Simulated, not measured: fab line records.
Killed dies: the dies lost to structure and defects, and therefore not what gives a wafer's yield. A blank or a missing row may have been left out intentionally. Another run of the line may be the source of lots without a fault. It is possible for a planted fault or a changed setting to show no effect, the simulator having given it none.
Code-filled problem report in 8D (eight disciplines) form    flow berkeleyCmos170    the parts of the form that need people (team, actions taken, sign-off) are left out

## 1. WHAT WENT WRONG
PVT_TW at UCB170_PVT_TW_MEAS_09 reads a mean of 569 on 6 wafers of 2 lots; wafers without a fault read 508 with a standard deviation of 4.1. Relative to the usual mean, that is a shift of +15 standard deviations.
Earliest sighting: wafer L930.2 on filmMetro-03 at day 7 21:50. At this step, 42 wafers from 14 lots have a number in the record. By rule, "out" or "out of limits" means more than 4 standard deviations away from the usual mean. Any other wafer with a number is counted as sound.

## 2. WHAT IT IS, AND WHAT IT ISN'T
question                     is                          is not
which readings at this step  PVT_TW                      -
which lots                   L930, L936                  L924, L925, L926, L931, L937, L939, L942, L943, L944, L945, L946, L947
which wafers of those lots   all that have a number      -
read on which gauges         filmMetro-03, filmMetro-04  filmMetro-01
when                         from day 7 21:50            up to then (12 sound wafers); but 24 sound wafers of L937, L939, L942, L943, L944, L945, L946, L947 came after

## 3. WHAT RULES OUT EACH SUSPECT
Counting: a tool at a process step up to the reading stays a suspect if it ran every lot that is out and no sound lot after the first of them.
- the gauge at UCB170_PVT_TW_MEAS_09 is ruled out. Those wafers that are out were read across 2 gauges (filmMetro-03, filmMetro-04).
- implanter-01 at UCB170_PVT_IMPLANT_07: ruled out as a lasting fault. Following L930 (day 7 21:37), the first lot on it that is out, the sound lots L943, L944 were run on it.
Left after counting: nothing in the record.

## 4. THE CAUSE (what the simulator had put in)
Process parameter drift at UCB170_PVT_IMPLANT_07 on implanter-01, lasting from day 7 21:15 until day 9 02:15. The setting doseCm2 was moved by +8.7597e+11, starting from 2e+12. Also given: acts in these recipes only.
It was ruled out by counting, in error; the rule expects a fault to strike all lots run on its tool from its start on, and this fault did not.

## 5. THE CHAIN OF EFFECTS, in route order
Each row: a reading where the mean over the struck wafers with a number is more than 3 standard deviations away from the usual. Readings are gone through only where the record gives a usual standard deviation; hours: the median, over the lots, of the time from a lot's start at the first step in this table giving one to that lot's start at this step; sigmas: the change measured in usual standard deviations.
hours  step                   reading           usual       on struck wafers  change       sigmas
0      UCB170_PVT_IMPLANT_07  doseIonsCm2       1.9996e+12  2.8754e+12        +8.7583e+11  +99 or more
0      UCB170_PVT_IMPLANT_07  faradayCurrentUA  6.34        9.11              +2.77        +25
0      UCB170_PVT_TW_MEAS_09  PVT_TW            508         569               +61          +15
Process steps it contains:
- UCB170_PVT_IMPLANT_07

## 6. HOW IT WOULD HAVE BEEN CAUGHT EARLIER
In this record the first reading out of limits at a measuring or inspecting step was taken at day 7 21:50, 1 hour after the fault began at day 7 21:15.
At UCB170_PVT_IMPLANT_07, the tool's own readings (doseIonsCm2, faradayCurrentUA) were out on each struck wafer the step has a row for, so an alarm limit on them would have fired on the first such wafer.
